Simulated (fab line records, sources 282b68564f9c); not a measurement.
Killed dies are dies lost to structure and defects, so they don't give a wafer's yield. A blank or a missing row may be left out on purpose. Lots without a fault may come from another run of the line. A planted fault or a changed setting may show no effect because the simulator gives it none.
fab line records | flow rit_cmos
record lots=6 wafers=18 last_day=6
route steps=202 shown PRETRO@69 GATE@75 FOX2@80 REOX@98 NLDD@103 M1@202
lots that met no fault: from a run of the same line without faults
start_h: hours from the record's first day to the start of the lot's first wafer shown | wait_h: hours since the lot's step before | " the same as in the row above | L1.1+2: a row that stands for several wafers | - no value, or no start given | * or withheld: withheld | < > ~ a bound
route shown NAME@n: a module of which the file shows steps, and the number in the route of the first | usual: mean/standard deviation of fault-free wafers | same: alike in all rows | chamber/n: place in a boat | sites: the reading at each site | _std_site: their standard deviation | _edge_site: outer sites' mean less inner sites' | radius_mm: how far each site lies from the wafer's centre | mask NAME#n: copy n | behind: the tool/chamber that last shaped the wafer | hold: why the lot was held/for how many hours/how that ended | device: the transistor (n, p or np) that didn't switch | end of line: the same wafers' tests at the end of the route | a step without rows: its recipe alone | killed: dies lost to structure and defects at the first sort, not the wafer's yield | map: a wafer's dies, x killed, . not, _ none there
set.NAME: the setting as run; set.NAME@STEP: as run at that earlier step | model.NAME: the simulator's own value behind a step, which no gauge read
lots at some steps of the route; a table a step, a row a wafer
services: from which hour (start_h, from the record's first day; less than 0 if before it) a tool's chamber was out of use, for how many hours, and why
## steps
# step RIT_PRETRO_DEVELOP_05
# recipe resist=NOVOLAK develop_time_s=68 dev_temp_c=23
# step RIT_PRETRO_OVL_MEAS_06
# usual PRETRO_OVL=1.0/1.5
# columns lot.wafer tool chamber start_h wait_h PRETRO_OVL[nm]
L343.2 overlay-02 - 48.56 - 0.9
L343.3 " - " " 0.8
L343.4 " - " " 2.2
L348.4 overlay-01 - 71.60 - 2.4
L348.5 " - " " 1.9
L348.6 " - " " 2.2
L349.2 overlay-01 - 79.95 - -0.1
L349.4 " - " " -0.7
L349.6 " - " " 0.0
L353.1 overlay-01 - 99.54 - -1.2
L353.3 " - " " -2.4
L353.5 " - " " -1.0
L354.1 overlay-01 - 104.10 - 1.6
L354.4 " - " " 0.2
L354.6 " - " " 0.7
L357.1 overlay-01 - 121.05 - -0.6
L357.3 " - " " 1.5
L357.4 " - " " 0.1
# step RIT_PRETRO_HARDBAKE_07
# recipe resist=NOVOLAK temp_c=140 time_s=120
# step RIT_PRETRO_IMPLANT_08
# recipe species=B energy_kev=45 dose_cm2=1.2e+13 tilt_deg=7
# step RIT_PRETRO_STRIP_09
# recipe chemistry=O2 time_s=180 resist=NOVOLAK platen_temp_c=withheld power_w=500 pressure_mtorr=4000 o2_flow_sccm=4000
# usual drypump_motor_current_A=5.62/0.28
# columns lot.wafer tool chamber start_h wait_h drypump_motor_current_A rf_hours_counter_h
L343.2 plasma_asher-02 1 48.99 0.1 5.49 39
L343.3 " 0 " " 5.48 -
L343.4 " 1 " " 5.52 -
L348.4 plasma_asher-02 0 72.08 0.1 5.43 -
L348.5 " 0 " " 5.44 -
L348.6 " 1 " " 5.49 -
L349.2 plasma_asher-02 1 80.38 0.1 5.48 43
L349.4 " 0 " " 5.46 -
L349.6 " 1 " " 5.47 -
L353.1 plasma_asher-03 0 99.97 0.1 5.64 46
L353.3 " 1 " " 5.57 -
L353.5 " 1 " " 5.56 -
L354.1 plasma_asher-03 0 104.54 0.1 5.66 47
L354.4 " 0 " " 5.66 -
L354.6 " 0 " " 5.65 -
L357.1 plasma_asher-03 0 121.56 0.1 5.63 0
L357.3 " 0 " " 5.64 -
L357.4 " 1 " " 5.58 -
# step RIT_PRETRO_TW_MEAS_10
# usual PRETRO_TW=472.9/2.2
# columns lot.wafer tool chamber start_h wait_h PRETRO_TW
L343.2 film_metro-01 - 49.17 0.1 471.7
L343.3 " - " " 475.3
L343.4 " - " " 469.2
L348.4 film_metro-03 - 72.23 0.1 477.5
L348.5 " - " " 475.4
L348.6 " - " " 478.0
L349.2 film_metro-01 - 80.57 0.1 470.4
L349.4 " - " " 468.6
L349.6 " - " " 470.8
L353.1 film_metro-03 - 100.15 0.1 473.2
L353.3 " - " " 472.9
L353.5 " - " " 474.7
L354.1 film_metro-01 - 104.71 0.1 472.6
L354.4 " - " " 471.6
L354.6 " - " " 472.5
L357.1 film_metro-01 - 121.74 0.1 471.2
L357.3 " - " " 472.2
L357.4 " - " " 474.8
# step RIT_GATE_WET_ETCH_00
# recipe chemistry=BOE target=SiO2 target_depth_nm=56 time_s=60 dry=n2_spin dilution=10:1 temp_c=21.5
# step RIT_GATE_CLEAN_01
# recipe chemistry=SC1 mix=3:3:50 time_s=600 temp_c=75
# step RIT_GATE_CLEAN_02
# recipe chemistry=dHF dilution=50:1 time_s=30
# step RIT_GATE_CLEAN_03
# recipe chemistry=SC2 mix=3:3:50 time_s=600 temp_c=75 dry=n2_spin
# step RIT_GATE_CLEAN_04
# recipe chemistry=dHF dilution=50:1 time_s=60 dry=n2_spin
# step RIT_FOX2_THK_MEAS_91
# recipe reads=SiO2_of_FOX2_OXIDATION_00
# usual FIELD_OXIDE_LEFT_2_THK=256/8
# columns lot.wafer tool chamber start_h wait_h FIELD_OXIDE_LEFT_2_THK[nm]
L343.2 film_metro-01 - 49.68 0.0 259
L343.3 " - " " 262
L343.4 " - " " 261
L348.4 film_metro-01 - 72.74 0.0 260
L348.5 " - " " 264
L348.6 " - " " 260
L349.2 film_metro-02 - 81.04 0.0 247
L349.4 " - " " 253
L349.6 " - " " 253
L353.1 film_metro-04 - 100.63 0.0 259
L353.3 " - " " 259
L353.5 " - " " 258
L354.1 film_metro-01 - 105.19 0.0 252
L354.4 " - " " 258
L354.6 " - " " 260
L357.1 film_metro-04 - 122.23 0.0 253
L357.3 " - " " 252
L357.4 " - " " 249
# step RIT_GATE_OXIDATION_05
# recipe temp_c=900 ambient=O2 target_thk_a=30 ox_time_s=270
# usual spike_tc_load_C=926.4/1.2
# columns lot.wafer tool chamber start_h wait_h spike_tc_load_C
L343.2 furnace-01 0 50.19 0.5 929.4
L343.3 " 0 " " 926.5
L343.4 " 0 " " 925.8
L348.4 furnace-03 0 74.48 1.7 925.8
L348.5 " 0 " " 925.7
L348.6 " 0 " " 927.0
L349.2 furnace-01 0 81.34 0.3 928.0
L349.4 " 0 " " 926.9
L349.6 " 0 " " 927.5
L353.1 furnace-03 0 103.05 2.4 926.5
L353.3 " 0 " " 925.3
L353.5 " 0 " " 927.1
L354.1 furnace-03 0 106.67 1.5 924.9
L354.4 " 0 " " 924.9
L354.6 " 0 " " 925.5
L357.1 furnace-04 0 122.68 0.4 927.7
L357.3 " 0 " " 926.1
L357.4 " 0 " " 926.8
# step RIT_GATE_ANNEAL_06
# recipe temp_c=900 time_s=600 ambient=N2O
# step RIT_GATE_THK_MEAS_07
# recipe reads=SiO2_of_GATE_OXIDATION_05
# usual GATE_OXIDE_THK=3.02/0.059
# columns lot.wafer tool chamber start_h wait_h GATE_OXIDE_THK[nm]
L343.2 film_metro-01 - 53.46 0.0 2.92
L343.3 " - " " 2.95
L343.4 " - " " 2.95
L348.4 film_metro-01 - 80.06 0.0 2.99
L348.5 " - " " 3.07
L348.6 " - " " 2.98
L349.2 film_metro-01 - 82.68 0.0 3.02
L349.4 " - " " 3.02
L349.6 " - " " 3.08
L353.1 film_metro-01 - 105.54 0.0 3.10
L353.3 " - " " 2.98
L353.5 " - " " 3.00
L354.1 film_metro-01 - 109.31 0.0 2.99
L354.4 " - " " 3.00
L354.6 " - " " 2.94
L357.1 film_metro-01 - 125.31 0.0 3.07
L357.3 " - " " 3.02
L357.4 " - " " 3.06
# step RIT_GATE_CVD_08
# recipe material=poly-Si target_thk_nm=250 temp_c=610 precursor=SiH4 time_s=2220 pressure_mtorr=300 sih4_flow_sccm=100
# step RIT_GATE_THK_MEAS_09
# recipe reads=poly-Si_of_GATE_CVD_08
# usual GATE_POLY_THK=250.6/2.8
# columns lot.wafer tool chamber start_h wait_h GATE_POLY_THK[nm]
L343.2 film_metro-04 - 56.30 0.0 251.6
L343.3 " - " " 249.5
L343.4 " - " " 249.0
L348.4 film_metro-02 - 82.54 0.0 251.4
L348.5 " - " " 252.9
L348.6 " - " " 251.5
L349.2 film_metro-02 - 85.17 0.0 247.2
L349.4 " - " " 246.9
L349.6 " - " " 247.9
L353.1 film_metro-02 - 107.22 0.0 248.6
L353.3 " - " " 248.2
L353.5 " - " " 248.9
L354.1 film_metro-04 - 112.17 0.0 250.9
L354.4 " - " " 252.8
L354.6 " - " " 253.0
L357.1 film_metro-01 - 126.99 0.0 249.1
L357.3 " - " " 250.1
L357.4 " - " " 252.5
# step RIT_GATE_HMDS_10
# recipe prime_time_s=60 prime_temp_c=140
# step RIT_GATE_COAT_11
# recipe resist=NOVOLAK spin_rpm=4250 resist_thk_nm=850
# step RIT_GATE_SOFTBAKE_12
# recipe resist=NOVOLAK temp_c=90 time_s=60
# step RIT_GATE_EXPOSE_13
# recipe mask_id=M6 na=0.6 source_shape=conventional sigma_outer=0.6 target_cd_nm=150 dose_mj=380
# step RIT_GATE_PEB_14
# recipe resist=NOVOLAK temp_c=withheld time_s=withheld
# step RIT_GATE_DEVELOP_15
# recipe resist=NOVOLAK develop_time_s=50 dev_temp_c=23
# step RIT_GATE_CD_MEAS_16
# recipe target_cd_nm=150
# usual cd_nm=148.8/2.4
# columns lot.wafer tool chamber start_h wait_h cd_nm
L343.2 cd_sem-02 - 57.35 - 149.0
L343.3 " - " " 147.4
L343.4 " - " " 147.3
L348.4 cd_sem-02 - 83.48 - 151.8
L348.5 " - " " 152.2
L348.6 " - " " 153.0
L349.2 cd_sem-01 - 86.21 - 148.9
L349.4 " - " " 149.4
L349.6 " - " " 148.1
L353.1 cd_sem-02 - 108.25 - 148.5
L353.3 " - " " 148.6
L353.5 " - " " 145.1
L354.1 cd_sem-02 - 113.53 - 147.0
L354.4 " - " " 145.9
L354.6 " - " " 143.8
L357.1 cd_sem-01 - 127.90 - 147.2
L357.3 " - " " 148.4
L357.4 " - " " 150.1
# step RIT_GATE_OVL_MEAS_17
# usual GATE_OVL=-0.3/2
# columns lot.wafer tool chamber start_h wait_h GATE_OVL[nm]
L343.2 overlay-02 - 57.45 0.1 -0.3
L343.3 " - " " 1.2
L343.4 " - " " -1.7
L348.4 overlay-01 - 83.56 0.1 -0.5
L348.5 " - " " -1.3
L348.6 " - " " -1.1
L349.2 overlay-01 - 86.32 0.1 -2.5
L349.4 " - " " -1.1
L349.6 " - " " -1.4
L353.1 overlay-02 - 108.37 0.1 -1.5
L353.3 " - " " -1.9
L353.5 " - " " -2.0
L354.1 overlay-02 - 113.65 0.1 0.5
L354.4 " - " " -0.7
L354.6 " - " " 1.8
L357.1 overlay-01 - 128.02 0.1 -3.9
L357.3 " - " " -2.4
L357.4 " - " " -3.5
# step RIT_GATE_HARDBAKE_18
# recipe resist=NOVOLAK temp_c=140 time_s=60
# step RIT_GATE_ETCH_19
# recipe chemistry=SF6/CHF3/O2 time_s=165 SF6_flow_sccm=30 CHF3_flow_sccm=30 O2_flow_sccm=5 target=poly-Si pressure_mtorr=40 rf_w=160 target_depth_a=3125 over_etch_frac=0.25 stop_on=SiO2
# usual drypump_motor_current_A=5.75/0.28 oes_product_au=0.854/0.019 throttle_valve_pct=10.23/0.14
# columns lot.wafer tool chamber start_h wait_h drypump_motor_current_A oes_product_au rf_hours_counter_h throttle_valve_pct
L343.2 rie_si-02 2 57.63 0.1 5.42 0.842 86 10.18
L343.3 " 3 " " 6.24 0.827 20 10.22
L343.4 " 1 " " 5.73 0.844 2 10.26
L348.4 rie_si-01 1 83.88 0.1 5.31 0.838 1 10.37
L348.5 " 2 " " 5.78 0.866 - 10.33
L348.6 " 3 " " 6.04 0.849 - 10.37
L349.2 rie_si-02 0 86.50 0.1 5.75 0.862 73 10.17
L349.4 " 3 " " 6.26 0.830 20 10.20
L349.6 " 0 " " 5.75 0.863 - 10.20
L353.1 rie_si-02 3 108.56 0.1 6.26 0.830 20 10.20
L353.3 " 1 " " 5.78 0.843 3 10.24
L353.5 " 2 " " 5.45 0.827 - 10.19
L354.1 rie_si-01 3 113.84 0.1 6.06 0.864 1 10.39
L354.4 " 0 " " 5.56 0.877 113 9.92
L354.6 " 0 " " 5.53 0.869 - 9.93
L357.1 rie_si-02 0 128.21 0.1 5.75 0.875 74 10.17
L357.3 " 1 " " 5.76 0.853 3 10.24
L357.4 " 3 " " 6.22 0.833 20 10.21
# step RIT_GATE_STRIP_20
# recipe chemistry=O2 time_s=180 resist=NOVOLAK platen_temp_c=withheld power_w=500 pressure_mtorr=4000 o2_flow_sccm=4000
# usual drypump_motor_current_A=5.8/0.46
# columns lot.wafer tool chamber start_h wait_h drypump_motor_current_A rf_hours_counter_h
L343.2 plasma_asher-03 0 57.74 0.1 5.7 42
L343.3 " 0 " " 5.6 -
L343.4 " 1 " " 5.6 -
L348.4 plasma_asher-03 1 84.05 0.1 5.5 -
L348.5 " 1 " " 5.6 -
L348.6 " 0 " " 5.6 -
L349.2 plasma_asher-01 1 86.61 0.1 5.1 29
L349.4 " 1 " " 5.1 -
L349.6 " 1 " " 5.1 -
L353.1 plasma_asher-03 0 108.67 0.1 5.7 47
L353.3 " 1 " " 5.6 -
L353.5 " 0 " " 5.7 -
L354.1 plasma_asher-01 1 113.95 0.1 5.1 32
L354.4 " 0 " " 5.6 -
L354.6 " 1 " " 5.1 -
L357.1 plasma_asher-03 1 128.32 0.1 5.6 1
L357.3 " 0 " " 5.7 -
L357.4 " 1 " " 5.5 -
# step RIT_GATE_CD_MEAS_90
# recipe target_cd_nm=150
# usual cd_nm=148.8/2.4
# columns lot.wafer tool chamber start_h wait_h cd_nm
L343.2 cd_sem-01 - 57.94 0.1 149.4
L343.3 " - " " 147.4
L343.4 " - " " 147.7
L348.4 cd_sem-02 - 84.22 0.1 152.4
L348.5 " - " " 152.1
L348.6 " - " " 153.4
L349.2 cd_sem-01 - 86.80 0.1 149.2
L349.4 " - " " 149.8
L349.6 " - " " 147.6
L353.1 cd_sem-01 - 108.84 0.1 147.9
L353.3 " - " " 148.3
L353.5 " - " " 145.3
L354.1 cd_sem-01 - 114.12 0.1 146.9
L354.4 " - " " 146.2
L354.6 " - " " 144.0
L357.1 cd_sem-01 - 128.49 0.1 147.3
L357.3 " - " " 148.9
L357.4 " - " " 149.9
# step RIT_REOX_CLEAN_00
# recipe chemistry=SC1 mix=3:3:50 time_s=600 temp_c=75
# step RIT_REOX_CLEAN_01
# recipe chemistry=dHF dilution=50:1 time_s=30
# step RIT_REOX_CLEAN_02
# recipe chemistry=SC2 mix=3:3:50 time_s=600 temp_c=75 dry=n2_spin
# step RIT_REOX_OXIDATION_03
# recipe temp_c=900 ambient=O2 target_thk_a=252 ox_time_s=5580
# step RIT_REOX_THK_MEAS_04
# recipe reads=SiO2_of_REOX_OXIDATION_03
# usual REOX_OXIDE_THK=25.2/0.52
# columns lot.wafer tool chamber start_h wait_h REOX_OXIDE_THK[nm]
L343.2 film_metro-04 - 60.96 0.0 24.3
L343.3 " - " " 25.1
L343.4 " - " " 24.9
L348.4 film_metro-01 - 87.23 0.0 24.6
L348.5 " - " " 24.9
L348.6 " - " " 24.9
L349.2 film_metro-04 - 91.54 0.0 25.3
L349.4 " - " " 24.7
L349.6 " - " " 25.3
L353.1 film_metro-03 - 111.88 0.0 25.1
L353.3 " - " " 24.8
L353.5 " - " " 25.1
L354.1 film_metro-01 - 117.89 0.0 25.0
L354.4 " - " " 25.3
L354.6 " - " " 25.2
L357.1 film_metro-04 - 131.68 0.0 25.6
L357.3 " - " " 25.2
L357.4 " - " " 25.5
# step RIT_NLDD_HMDS_00
# recipe prime_time_s=60 prime_temp_c=140
# step RIT_NLDD_COAT_01
# recipe resist=NOVOLAK spin_rpm=3250 resist_thk_nm=1000
# step RIT_NLDD_SOFTBAKE_02
# recipe resist=NOVOLAK temp_c=90 time_s=60
# step RIT_NLDD_EXPOSE_03
# recipe mask_id=M7 na=0.57 target_cd_nm=40700 dose_mj=250
# step RIT_NLDD_PEB_04
# recipe resist=NOVOLAK temp_c=withheld time_s=withheld
# step RIT_NLDD_DEVELOP_05
# recipe resist=NOVOLAK develop_time_s=50 dev_temp_c=23
# step RIT_NLDD_OVL_MEAS_06
# usual NLDD_OVL=0.3/1.4
# columns lot.wafer tool chamber start_h wait_h NLDD_OVL[nm]
L343.2 overlay-02 - 61.91 - -0.3
L343.3 " - " " -0.4
L343.4 " - " " 0.0
L348.4 overlay-01 - 88.25 - 2.3
L348.5 " - " " -0.8
L348.6 " - " " 1.4
L349.2 overlay-01 - 92.57 - -1.4
L349.4 " - " " -1.8
L349.6 " - " " -1.8
L353.1 overlay-02 - 113.06 - 4.8
L353.3 " - " " 2.8
L353.5 " - " " 0.4
L354.1 overlay-01 - 118.93 - -1.6
L354.4 " - " " -0.1
L354.6 " - " " 1.6
L357.1 overlay-02 - 132.59 - -0.6
L357.3 " - " " -1.3
L357.4 " - " " -0.9
# step RIT_NLDD_HARDBAKE_07
# recipe resist=NOVOLAK temp_c=140 time_s=60
# step RIT_M1_PROBE_99
# usual killed_at_contacts=0.1/0.23 killed_at_front_end=6.7/2.7 killed_dies=6.7/2.7 killed_on_rim=1.8/1.2 killed_open=3.2/1.8 killed_short=3.5/1.9
# same gross_dies=264 killed_at_M0_to_M3=0 killed_at_M4_up=0 killed_at_back_side=0 killed_at_other=0
# columns lot.wafer tool chamber start_h wait_h killed_at_contacts killed_at_front_end killed_dies killed_on_rim killed_open killed_short
L343.2 prober-02 - 77.51 0.1 0 7 7 2 3 4
L343.3 prober-02 - 77.56 0.2 0 8 8 1 2 5
L343.4 prober-02 - 77.61 0.2 0 6 6 2 1 5
L348.4 prober-01 - 104.82 0.2 0 5 5 2 3 2
L348.5 prober-01 - 104.87 0.2 0 9 9 2 6 3
L348.6 prober-01 - 104.92 0.2 0 4 4 3 2 2
L349.2 prober-01 - 109.17 0.1 1 9 10 3 7 3
L349.4 prober-01 - 109.27 0.2 0 5 5 4 1 4
L349.6 prober-01 - 109.37 0.2 0 6 6 3 1 5
L353.1 prober-01 - 130.03 0.1 0 161 161 48 0 1
L353.3 prober-01 - 130.13 0.2 0 181 181 49 2 2
L353.5 prober-01 - 130.23 0.2 0 171 171 43 2 5
L354.1 prober-02 - 134.44 0.1 0 163 163 42 2 1
L354.4 prober-02 - 134.59 0.2 0 156 156 36 2 1
L354.6 prober-02 - 134.69 0.2 0 174 174 46 1 1
L357.1 prober-01 - 148.33 0.1 0 6 6 1 4 2
L357.3 prober-01 - 148.43 0.2 0 7 7 2 3 4
L357.4 prober-01 - 148.48 0.2 0 8 8 2 2 6
# killed by level:class
L343.2 GATE:geometric_particle:short=2 SPACER:geometric_particle:short=2 GATE:geometric_particle:open=1 REOX:geometric_particle:open=1 SPACER:geometric_particle:open=1
L343.3 REOX:geometric_particle:open=2 FOX1:geometric_particle:short=1 GATE:geometric_particle:short=1 REOX:geometric_particle:short=1 SPACER:geometric_particle:short=1 SILICIDE:geometric_particle:short=1 NRETRO:coat_microbubble_printed=1
L343.4 FOX2:geometric_particle:short=2 GATE:geometric_particle:short=1 SPACER:geometric_particle:short=1 SILICIDE:geometric_particle:open=1 SILICIDE:geometric_particle:short=1
L348.4 SPACER:geometric_particle:open=2 GATE:geometric_particle:open=1 REOX:geometric_particle:short=1 SPACER:geometric_particle:short=1
L348.5 ACTIVE:geometric_particle:open=1 FOX1:geometric_particle:open=1 FOX2:geometric_particle:open=1 FOX2:geometric_particle:short=1 GATE:geometric_particle:open=1 GATE:geometric_particle:short=1 REOX:geometric_particle:open=1 SPACER:geometric_particle:open=1
L348.6 FOX1:geometric_particle:short=1 GATE:geometric_particle:short=1 GATE:geometric_particle:open=1 SILICIDE:geometric_particle:open=1
L349.2 GATE:geometric_particle:open=4 FOX1:geometric_particle:open=2 GATE:geometric_particle:short=2 SILICIDE:geometric_particle:short=1 CONTACT:geometric_particle:open=1
L349.4 GATE:geometric_particle:short=3 REOX:geometric_particle:open=1 SILICIDE:geometric_particle:short=1
L349.6 FOX1:geometric_particle:short=2 GATE:geometric_particle:short=2 SPACER:geometric_particle:open=1 SPACER:geometric_particle:short=1
L353.1 GATE:unspecified=159 FOX1:geometric_particle:short=1 NLDD:coat_microbubble_printed=1
L353.3 GATE:unspecified=176 GATE:geometric_particle:open=1 SPACER:geometric_particle:open=1 SPACER:geometric_particle:short=1 SILICIDE:geometric_particle:short=1 NLDD:coat_microbubble_printed=1
L353.5 GATE:unspecified=162 GATE:geometric_particle:short=2 NLDD:coat_microbubble_printed=2 FOX1:geometric_particle:short=1 FOX2:geometric_particle:short=1 REOX:geometric_particle:short=1 REOX:geometric_particle:open=1 SILICIDE:geometric_particle:open=1
L354.1 GATE:unspecified=160 GATE:geometric_particle:open=2 GATE:geometric_particle:short=1
L354.4 GATE:unspecified=153 GATE:geometric_particle:open=1 GATE:geometric_particle:short=1 REOX:geometric_particle:open=1
L354.6 GATE:unspecified=172 GATE:geometric_particle:short=1 GATE:geometric_particle:open=1
L357.1 SPACER:geometric_particle:open=2 FOX2:geometric_particle:open=1 GATE:geometric_particle:open=1 GATE:geometric_particle:short=1 SPACER:geometric_particle:short=1
L357.3 SPACER:geometric_particle:short=2 SPACER:geometric_particle:open=2 FOX1:geometric_particle:short=1 GATE:geometric_particle:short=1 REOX:geometric_particle:open=1
L357.4 GATE:geometric_particle:open=2 SPACER:geometric_particle:short=2 FOX2:geometric_particle:short=1 GATE:geometric_particle:short=1 REOX:geometric_particle:short=1 SILICIDE:geometric_particle:short=1
# map L353.3 (x killed, . not)
________.xxxxx._______
_____xxxxxx..xxxx.____
____.xxx.xxxxx..x.x___
___x..xx.xxx.x.xx.x.__
__xx.x.xxx..xxx.x.xx._
__.xxxxxxx.x..x.....x_
_.xx.xx...xxxxxxxx.xxx
_xxxxx.xxxxx.xx...xx.x
_xx.xxxxxxxxxxxx..xx.x
_x.x..x...xx.xx.x..x..
__x.xxxxx.xxxxxx.xx.x_
__xxx..xxxxxxxx..xx.x_
___.xxxxxxxx.x.xxxxx__
____xxxxxxx.x.xxxx.___
_____xx.xx.xx.xxxx____
________..xx..x_______
# map L354.6 (x killed, . not)
________.xxxxxx_______
_____x.xxxxx..xxxx____
____..xx.xxx.xx.x..___
___xx.xxxx.xxxxxxx..__
__..xxx.xxxxx.x..xxxx_
__x...x.xx..x.x.x.xxx_
_xxxxx.x..x..x..xxxx..
_xx.x.xxxxx.xxxx.xx.x.
_.x.x..xxx...x.x.xxx..
_xxxxxxxxxx.x.x..xx..x
__xx.xxxxx..xxx..xxxx_
__xxx.xxxxx..xx..x.xx_
___.xxx.x...xxxxxxx.__
____xxxx..xxxxx...x___
_____x.x..xxxx..xx____
________xx.xxxx_______
## services
# columns tool chamber start_h hours kind
rie_si-01 3 25.91 - clean
rie_si-01 3 25.91 25.6 scheduled_down
rie_si-01 3 25.91 25.6 vent_cycle
rie_si-01 1 95.19 8.6 repair
plasma_asher-03 - 108.84 9.0 pm
plasma_asher-03 0 108.84 9.0 vent_cycle
plasma_asher-03 1 108.84 9.0 vent_cycle
plasma_asher-03 0 117.84 - clean
plasma_asher-03 1 117.84 - clean
furnace-03 - 125.49 3.2 pm
## key
first_sign step=RIT_M1_PROBE_99 reading=killed_at_front_end direction=up sigmas=60 usual=6.7 struck=167.7
effect step=RIT_M1_PROBE_99 reading=killed_dies direction=up sigmas=59 usual=6.7 struck=167.7
met_at RIT_GATE_OXIDATION_05
struck_wafers L353.1,L353.3,L353.5,L354.1,L354.4,L354.6
tester_left_out L353,L354
onset_between 74.48 103.05
fault kind=chamber_particle_source tool=furnace-03 chamber=- onset_h=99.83 steps=RIT_GATE_OXIDATION_05 rate_per_visit_cm2=1.8119 end_h=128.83
# tester_left_out: of these lots the tester's yield and bins aren't shown, on N5 and GAA mostly nor the transistor test; their killed dies are dies lost to structure and defects alone, not to doping, threshold or leakage, so they don't give the yield
